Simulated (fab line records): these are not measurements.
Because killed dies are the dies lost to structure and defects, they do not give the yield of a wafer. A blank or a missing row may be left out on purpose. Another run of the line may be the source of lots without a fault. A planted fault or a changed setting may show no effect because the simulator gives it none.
A struck lot beside a sound one + flow berkeley_cmos170 + 14 steps out of a route of 331
Sound: wafers L225.2, L225.4, L225.6. Wafers L216.1, L216.3, L216.5 were the ones struck. At the end, the cause is stated.
Order at every step that has rows: each side's tool, ch and its chambers, its first start. Under that, the readings that differ: sound wafers + struck wafers + difference of the means + sigmas: that difference in standard deviations of wafers without a fault.
alike: same words and numbers on both sides, and readings whose means sit less than 2 such deviations apart. not compared: any withheld reading, any reading some wafer has no value for, any bound like >300 that may hide the same value, and any number with overlapping values for which the record gives no deviation.
Wherever a step has rows on one side only, a row that says differs or no value, or a row with sigmas, the two part there. Numbers that don't overlap but have no deviation are shown without sigmas and don't part them. A reading missing from all wafers of one side parts the sides only when that side holds two or more wafers.

UCB170_PWELL_TW_MEAS_17:
  sound on film_metro-04, day 7 06:43; struck on film_metro-04, day 5 06:34
  alike: PWELL_TW
then, 5 steps without rows for these wafers: UCB170_PWELL_CLEAN_18 (cleans in SPM, time 600 s); UCB170_PWELL_WET_ETCH_19 (etches Si3N4 in H3PO4, time 14400 s); UCB170_PWELL_WET_ETCH_20 (etches SiO2 in BOE, time 22 s); UCB170_WELLDRIVE_CLEAN_00 (cleans in SPM, time 600 s); UCB170_WELLDRIVE_OXIDATION_01 (target thk 199 nm, ox time 9000 s).
UCB170_WELLDRIVE_THK_MEAS_02:
  sound on film_metro-01, day 7 19:54; struck on film_metro-01, day 5 17:48
  alike: WELLDRIVE_OXIDE_THK
then, 5 steps without rows for these wafers: UCB170_WELLDRIVE_ANNEAL_03 (time 900 s); UCB170_WELLDRIVE_WET_ETCH_04 (etches SiO2 in BOE, time 120 s); UCB170_ACTIVE_CLEAN_00 (cleans in SPM, time 600 s); UCB170_ACTIVE_CLEAN_01 (cleans in dHF, time 60 s); UCB170_ACTIVE_OXIDATION_02 (target thk 26.4 nm, ox time 1260 s).
UCB170_ACTIVE_THK_MEAS_03:
  sound on film_metro-04, day 8 03:59; struck on film_metro-02, day 6 04:21
| reading               | sound          | struck         | difference | sigmas |
|-----------------------|----------------|----------------|------------|--------|
| ACTIVE_OXIDE_THK (nm) | 26.1 25.9 26.0 | 29.6 29.7 28.9 | +3.4       | +7     |
then, 1 step without rows for these wafers: UCB170_ACTIVE_ANNEAL_04 (time 900 s).

## WHERE THEY PART
Within this record, at UCB170_ACTIVE_THK_MEAS_03 only.

WHY: the cause the simulator had injected
Metrology matching offset: film_metro-02, from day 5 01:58 on, at UCB170_ACTIVE_THK_MEAS_03. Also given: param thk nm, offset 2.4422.
